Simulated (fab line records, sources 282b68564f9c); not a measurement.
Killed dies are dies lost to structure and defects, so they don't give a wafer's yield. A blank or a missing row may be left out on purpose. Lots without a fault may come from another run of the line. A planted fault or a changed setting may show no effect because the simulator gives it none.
Split-lot experiment | flow rit_cmos | 5 lots, 23 wafers read, on a route of 202 steps

THE SPLIT
At RIT_PRETRO_COAT_01 (resist thk 1300 nm), the setting resist_thk_nm was moved away from the recipe's 1300 nm on 9 of the 23 wafers read, by -4.2% to +5.0%. The other wafers ran this setting at the recipe's value.

FROM THE SPLIT TO THE READING: what the file shows between them, 3 steps
- RIT_PRETRO_SOFTBAKE_02: time 60 s
- RIT_PRETRO_EXPOSE_03: exposes mask M5, target cd 43700 nm
- RIT_PRETRO_DEVELOP_05: develop time 68 s

THE READING
NOVOLAK_of_PRETRO_COAT_01.thk_nm (the simulator's own value, which no gauge read), in nm, at RIT_PRETRO_HARDBAKE_07 (time 120 s). The file gives no usual value for it. The 14 wafers here that ran the recipe average 1136 nm, standard deviation 2.5 nm.

wafer  | tool, chamber at the split | resist_thk_nm as run, nm | against the recipe | NOVOLAK_of_PRETRO_COAT_01.thk_nm, nm | against lot-mates on the recipe
L075.1 | litho_track-03, 0          | 1351                     | +3.9%              | 1180                                 | +44
L075.2 | litho_track-03, 0          | 1300                     | recipe             | 1136                                 | -
L075.4 | litho_track-03, 0          | 1300                     | recipe             | 1135                                 | -
L075.5 | litho_track-03, 0          | 1300                     | recipe             | 1137                                 | -
L075.6 | litho_track-03, 0          | 1351                     | +3.9%              | 1182                                 | +46
L078.1 | litho_track-01, 0          | 1300                     | recipe             | 1134                                 | -
L078.2 | litho_track-01, 0          | 1365                     | +5.0%              | 1190                                 | +55
L078.3 | litho_track-01, 0          | 1365                     | +5.0%              | 1192                                 | +57
L078.5 | litho_track-01, 0          | 1300                     | recipe             | 1136                                 | -
L078.6 | litho_track-01, 0          | 1300                     | recipe             | 1135                                 | -
L080.1 | litho_track-02, 0          | 1300                     | recipe             | 1138                                 | -
L080.2 | litho_track-02, 0          | 1273                     | -2.1%              | 1109                                 | -27
L080.3 | litho_track-02, 0          | 1300                     | recipe             | 1135                                 | -
L080.5 | litho_track-02, 0          | 1300                     | recipe             | 1135                                 | -
L080.4 | litho_track-02, 0          | 1273                     | -2.1%              | 1114                                 | -22
L081.1 | litho_track-01, 0          | 1245                     | -4.2%              | 1095                                 | -46
L081.3 | litho_track-01, 0          | 1245                     | -4.2%              | 1095                                 | -46
L081.2 | litho_track-01, 0          | 1300                     | recipe             | 1141                                 | -
L081.6 | litho_track-01, 0          | 1300                     | recipe             | 1141                                 | -
L081.5 | litho_track-01, 0          | 1245                     | -4.2%              | 1093                                 | -48
L082.1 | litho_track-01, 0          | 1300                     | recipe             | 1134                                 | -
L082.3 | litho_track-01, 0          | 1300                     | recipe             | 1134                                 | -
L082.6 | litho_track-01, 0          | 1300                     | recipe             | 1132                                 | -

THE FIT
A straight line over all 23 wafers: NOVOLAK_of_PRETRO_COAT_01.thk_nm changes by +10.7 nm for each +1% of resist_thk_nm; r = +0.99; the points scatter about the line by 2.8 nm.
The same after taking each lot's own level away (the mean of its wafers on the recipe; 23 wafers): +11.2 nm for each +1%; r = +1.00; scatter 1.4 nm.
On that fit, the largest move of resist_thk_nm shifts the reading by 56 nm.
The lots' own levels span 1133.3 to 1141.0 nm, that is 3.1 times the standard deviation above.
So the lot-to-lot level changes the slope little: the two slopes agree.
Check: with one of the wafers moved furthest among these (+5.0%) left out of the fit, the line predicts +56.6 nm for it against its lot-mates. It came out at +55 nm against them.

OTHER SPLITS ON THESE WAFERS
These wafers also went through other splits before the reading. Each is held against what the fit with the lots' levels taken away leaves over:
other split on the same wafers   | wafers away from the commonest value | r with NOVOLAK_of_PRETRO_COAT_01.thk_nm (lot level and that fit taken away)
RIT_ACTIVE_OXIDATION_01 temp_c   | 18                                   | -0.09
RIT_ACTIVE_ETCH_13 time_s        | 4                                    | +0.09
RIT_FOX2_WET_ETCH_03 time_s      | 15                                   | -0.10
RIT_NWELL_IMPLANT_08 energy_kev  | 10                                   | -0.02
RIT_PWELL_IMPLANT_08 energy_kev  | 6                                    | -0.12
RIT_NRETRO_IMPLANT_08 energy_kev | 8                                    | -0.19

THE WHOLE CHAIN: every reading that the file lists as answering this split, in the file's order
step                   | what it does       | reading                                                                           | change (the file's fit)              | r (the file's)
RIT_PRETRO_COAT_01     | resist thk 1300 nm | NOVOLAK_of_PRETRO_COAT_01.thk_nm (the simulator's own value, which no gauge read) | +13 nm for each +1% of the setting   | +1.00
RIT_PRETRO_HARDBAKE_07 | time 120 s         | NOVOLAK_of_PRETRO_COAT_01.thk_nm (the simulator's own value, which no gauge read) | +11.2 nm for each +1% of the setting | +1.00

THE FILE'S OWN FIT
NOVOLAK_of_PRETRO_COAT_01.thk_nm changes by +11.2 nm for each +1% of resist_thk_nm, r = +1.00.
